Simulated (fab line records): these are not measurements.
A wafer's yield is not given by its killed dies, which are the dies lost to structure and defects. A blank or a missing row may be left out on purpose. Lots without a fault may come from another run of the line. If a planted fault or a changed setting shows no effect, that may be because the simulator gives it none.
A struck lot beside a sound one -- flow rit-cmos -- 43 out of 202 route steps
Sound: wafers L100.4, L100.5, L100.6. Wafers struck: L103.1, L103.3, L103.6. The cause is named last.
Per side, at each step with rows, come the tool, then ch with its chambers, and then its first start. Under that, the readings that differ: sound wafers -- struck wafers -- difference of the means -- sigmas: that difference in standard deviations of wafers without a fault.
alike: same words and numbers on both sides, and readings whose means sit less than 2 such deviations apart. not compared: any withheld reading, any reading some wafer has no value for, any bound like >300 that may hide the same value, and any number with overlapping values for which the record gives no deviation.
The two part at a step that has a row with sigmas, a row that says differs or no value, or rows on one side only. Numbers that don't overlap but have no deviation are shown without sigmas and don't part them. A reading missing from all wafers of one side parts the sides only when that side holds two or more wafers.

first, 3 steps without rows for these wafers: RIT_REOX_CLEAN_01 (cleans in dHF, time 30 s); RIT_REOX_CLEAN_02 (cleans in SC2, time 600 s); RIT_REOX_OXIDATION_03 (target thk 25.2 nm, ox time 5580 s).
RIT_REOX_THK_MEAS_04:
  struck on film-metro-04, day 5 00:17; sound on film-metro-03, day 4 15:11
  alike: REOX_OXIDE_THK
then, 6 steps without rows for these wafers: RIT_NLDD_HMDS_00 (prime time 60 s); RIT_NLDD_COAT_01 (resist thk 1000 nm); RIT_NLDD_SOFTBAKE_02 (time 60 s); RIT_NLDD_EXPOSE_03 (exposes mask M7, target cd 40700 nm); RIT_NLDD_PEB_04; RIT_NLDD_DEVELOP_05 (develop time 50 s).
RIT_NLDD_OVL_MEAS_06:
  struck on overlay-01, day 5 01:19; sound on overlay-02, day 4 16:05
  alike: NLDD_OVL
then, 1 step without rows for these wafers: RIT_NLDD_HARDBAKE_07 (time 60 s).
RIT_NLDD_IMPLANT_08:
  sound on implanter-04 ch 0, day 4 16:20; struck on implanter-04 ch 0, day 5 01:31
reading,sound,struck,difference,sigmas
dose-ions-cm2,5.003e+14 5.005e+14 5e+14,7.102e+14 7.099e+14 7.102e+14,+2.098e+14,+99 or more
faraday-current-uA,1620 1555 1574,2254 2192 2198,+632,+20
  alike: tilt-deg
RIT_NLDD_STRIP_09: strips in O2, time 180 s.
  sound on plasma-asher-03 ch 0,1, day 4 16:28; struck on plasma-asher-03 ch 0,1, day 5 01:40
  alike: drypump-motor-current-A, o2-flow-sccm
  not compared: rf-hours-counter-h
RIT_NLDD_TW_MEAS_10:
  struck on film-metro-04, day 5 02:04; sound on film-metro-04, day 4 16:37
reading,sound,struck,difference,sigmas
NLDD_TW,2480 2489 2480,2693 2697 2703,+215,+13
  not compared: hold
then, 5 steps without rows for these wafers: RIT_PLDD_COAT_01 (resist thk 1000 nm); RIT_PLDD_SOFTBAKE_02 (time 60 s); RIT_PLDD_EXPOSE_03 (exposes mask M8, target cd 40900 nm); RIT_PLDD_PEB_04; RIT_PLDD_DEVELOP_05 (develop time 50 s).
RIT_PLDD_OVL_MEAS_06:
  struck on overlay-02, day 5 03:55; sound on overlay-02, day 4 17:38
  alike: PLDD_OVL
then, 2 steps without rows for these wafers: RIT_PLDD_HARDBAKE_07 (time 60 s); RIT_PLDD_IMPLANT_08.
RIT_PLDD_STRIP_09: strips in O2, time 180 s.
  sound on plasma-asher-01 ch 0,1, day 4 18:01; struck on plasma-asher-02 ch 0,1, day 5 04:18
  alike: drypump-motor-current-A, o2-flow-sccm
  not compared: rf-hours-counter-h
RIT_PLDD_TW_MEAS_10:
  struck on film-metro-01, day 5 04:29; sound on film-metro-01, day 4 18:10
  alike: PLDD_TW
then, 4 steps without rows for these wafers: RIT_SPACER_CLEAN_00 (cleans in SC1, time 600 s); RIT_SPACER_CLEAN_01 (cleans in dHF, time 30 s); RIT_SPACER_CLEAN_02 (cleans in SC2, time 600 s); RIT_SPACER_CVD_03 (deposits Si3N4 from SiH2Cl2/NH3, target thk 250 nm, time 3300 s).
RIT_SPACER_THK_MEAS_04:
  struck on film-metro-02, day 5 06:49; sound on film-metro-01, day 4 20:30
  alike: SPACER_NITRIDE_THK
RIT_SPACER_ETCHBACK_05: etches Si3N4 in SF6/CHF3, stops on SiO2, target depth 250 nm, time 240 s.
  sound on rie-diel-03 ch 2,3, day 4 20:32; struck on rie-diel-04 ch 0,2,3, day 5 06:53
  alike: drypump-motor-current-A, oes-product-au, throttle-valve-pct
  not compared: rf-hours-counter-h
then, 6 steps without rows for these wafers: RIT_NSD_HMDS_00 (prime time 60 s); RIT_NSD_COAT_01 (resist thk 1000 nm); RIT_NSD_SOFTBAKE_02 (time 60 s); RIT_NSD_EXPOSE_03 (exposes mask M9, target cd 40700 nm); RIT_NSD_PEB_04; RIT_NSD_DEVELOP_05 (develop time 50 s).
RIT_NSD_OVL_MEAS_06:
  struck on overlay-02, day 5 08:16; sound on overlay-02, day 4 21:33
  alike: NSD_OVL
then, 2 steps without rows for these wafers: RIT_NSD_HARDBAKE_07 (time 60 s); RIT_NSD_IMPLANT_08.
RIT_NSD_STRIP_09: strips in O2, time 180 s.
  sound on plasma-asher-02 ch 0,1, day 4 21:56; struck on plasma-asher-04 ch 0,1, day 5 08:36
  alike: drypump-motor-current-A, o2-flow-sccm
  not compared: rf-hours-counter-h
RIT_SDANNEAL_RS_MEAS_07: measurement is done with a four-point probe.
  struck on film-metro-01, day 5 12:13; sound on film-metro-01, day 5 00:22
reading,sound,struck,difference,sigmas
NLDD_RS (ohm/sq),152.0 151.4 151.9,113.9 114.1 113.7,-37.9,-70
  not compared: hold
RIT_M1_PROBE_99:
  the record has rows for the sound wafers here (prober-01, day 6 07:27) and none for the struck ones

== WHERE THEY PART ==
Last at RIT_M1_PROBE_99 as far as this record goes, first at RIT_NLDD_IMPLANT_08.

WHY: the cause the simulator had injected
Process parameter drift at RIT_NLDD_IMPLANT_08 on implanter-04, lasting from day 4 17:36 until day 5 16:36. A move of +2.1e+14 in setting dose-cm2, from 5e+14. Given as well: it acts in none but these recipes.
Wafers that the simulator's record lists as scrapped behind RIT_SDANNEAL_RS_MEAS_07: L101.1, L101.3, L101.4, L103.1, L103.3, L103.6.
